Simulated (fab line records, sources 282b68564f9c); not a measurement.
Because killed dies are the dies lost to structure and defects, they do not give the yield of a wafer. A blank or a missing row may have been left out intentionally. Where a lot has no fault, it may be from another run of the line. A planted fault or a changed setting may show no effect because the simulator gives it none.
Which tool did it? | flow rit cmos | 14 lots, 42 wafers sampled, at 3 steps of a route of 202

## WHAT THE GAUGES SHOWED, per wafer
RIT_PSD_TW_MEAS_10.
lot  | measured    | on            | PSD_TW
L577 | day 3 02:43 | film metro-04 | 3371 3402 3372
L578 | day 3 08:33 | film metro-02 | 3413 3419 3398
L580 | day 3 19:32 | film metro-04 | 3364 3378 3360
L581 | day 3 21:25 | film metro-04 | 3382 3365 3393
L586 | day 4 22:10 | film metro-02 | 3566 3565 3587
L587 | day 5 04:04 | film metro-02 | 3564 3559 3566
L588 | day 5 09:33 | film metro-04 | 3361 3368 3367
L589 | day 5 14:22 | film metro-04 | 3371 3382 3387
L590 | day 5 20:56 | film metro-02 | 3398 3375 3388
L592 | day 6 08:04 | film metro-02 | 3422 3407 3407
L593 | day 6 11:20 | film metro-03 | 3340 3350 3358
L597 | day 7 07:05 | film metro-03 | 3352 3359 3372
L598 | day 7 12:09 | film metro-02 | 3416 3396 3399
L600 | day 7 23:05 | film metro-04 | 3382 3391 3372

RIT_SDANNEAL_RS_MEAS_04: the measuring method here is four-point-probe.
lot  | measured    | on            | PSD_RS (ohm/sq)
L577 | day 3 03:14 | film metro-03 | 115.5 115.5 115.5
L578 | day 3 09:02 | film metro-03 | 116.0 115.8 116.1
L580 | day 3 20:02 | film metro-04 | 116.5 116.8 116.2
L581 | day 3 21:57 | film metro-02 | 115.8 116.0 116.0
L586 | day 4 22:40 | film metro-02 | 103.9 103.9 104.2
L587 | day 5 04:36 | film metro-02 | 104.3 104.2 104.4
L588 | day 5 10:02 | film metro-03 | 116.4 115.6 115.9
L589 | day 5 14:52 | film metro-03 | 116.0 115.9 115.7
L590 | day 5 21:26 | film metro-02 | 115.8 115.7 115.5
L592 | day 6 08:33 | film metro-04 | 115.9 116.4 115.9
L593 | day 6 11:50 | film metro-04 | 116.1 115.9 116.3
L597 | day 7 07:36 | film metro-04 | 116.5 116.3 116.0
L598 | day 7 12:44 | film metro-03 | 116.0 115.8 116.1
L600 | day 7 23:36 | film metro-04 | 116.2 116.1 116.1

## EACH LOT AND THE TOOL THAT RAN IT (in order: tool; ch and the chambers of the sampled wafers; start)
lot  | RIT_PSD_IMPLANT_08
L577 | implanter-04 ch 0, day 3 02:26
L578 | implanter-01 ch 0, day 3 08:13
L580 | implanter-04 ch 0, day 3 19:13
L581 | implanter-01 ch 0, day 3 21:07
L586 | implanter-01 ch 0, day 4 21:52
L587 | implanter-01 ch 0, day 5 03:46
L588 | implanter-03 ch 0, day 5 09:13
L589 | implanter-03 ch 0, day 5 14:04
L590 | implanter-04 ch 0, day 5 20:38
L592 | implanter-04 ch 0, day 6 07:44
L593 | implanter-04 ch 0, day 6 11:01
L597 | implanter-03 ch 0, day 7 06:47
L598 | implanter-04 ch 0, day 7 11:52
L600 | implanter-04 ch 0, day 7 22:47
- RIT_PSD_IMPLANT_08

## WHAT THE TOOLS THEMSELVES READ (means of the sampled wafers that have a number; where no wafer has one, the mark that the record gives instead)
RIT_PSD_IMPLANT_08.
lot  | tool         | beam energy keV
L577 | implanter-04 | 27.009
L578 | implanter-01 | 26.995
L580 | implanter-04 | 27.000
L581 | implanter-01 | 27.001
L586 | implanter-01 | 32.933
L587 | implanter-01 | 32.954
L588 | implanter-03 | 26.996
L589 | implanter-03 | 26.993
L590 | implanter-04 | 27.009
L592 | implanter-04 | 27.000
L593 | implanter-04 | 27.005
L597 | implanter-03 | 26.996
L598 | implanter-04 | 27.002
L600 | implanter-04 | 26.993

## THE ANSWER, worked out from the rows above alone
Rule: usual is defined by the lots themselves. Put in order of their means at a reading, lots are off if they are a third of the lots or fewer, leave a main group of 4 or more, and stand apart from it by a gap of 3 or more times the standard deviation of the main group's means; of several such gaps the widest counts. If all means in a main group match to the digits the tables above print for the reading, that group is not used. A lot without any number at a reading at which 4 lots or more have one is off too. The other lots that the step has rows for count as sound. Order of review: gauges by route order, followed by the tools' own readings, for which a lot's mean as printed above is used. At the first step where some lot is off, the reading lying furthest off is the one used; lots without a number count as furthest.
Off: at RIT_PSD_TW_MEAS_10 (PSD_TW), L586, L587. The main group: mean 3382, standard deviation 19.
If a tool, at a process step before that reading, ran all the lots that are off and no sound lot after the first of them, it fits. The gauges at RIT_PSD_TW_MEAS_10 aren't tried: what is off there is off at RIT_PSD_IMPLANT_08 too, on other tools, and a gauge's error can't cause that. One fits: RIT_PSD_IMPLANT_08 on implanter-01. Its last sound lot is L581 (day 3 21:07), its first lot that is off L586 (day 4 21:52): a fault that began between those two fits.
The tool's own readings at RIT_PSD_IMPLANT_08 bear it out: on the lots that are off they differ by more than 5 times the standard deviation of the sound lots' means. beam energy keV reads 32.944 there against 27.000 on the sound lots.

## WHAT HAD BEEN PUT IN BY THE SIMULATOR
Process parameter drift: implanter-01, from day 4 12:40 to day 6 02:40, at RIT_PSD_IMPLANT_08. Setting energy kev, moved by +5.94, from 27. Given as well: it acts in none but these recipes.
Lots struck among those shown: L586, L587. This agrees with what the rule above found.
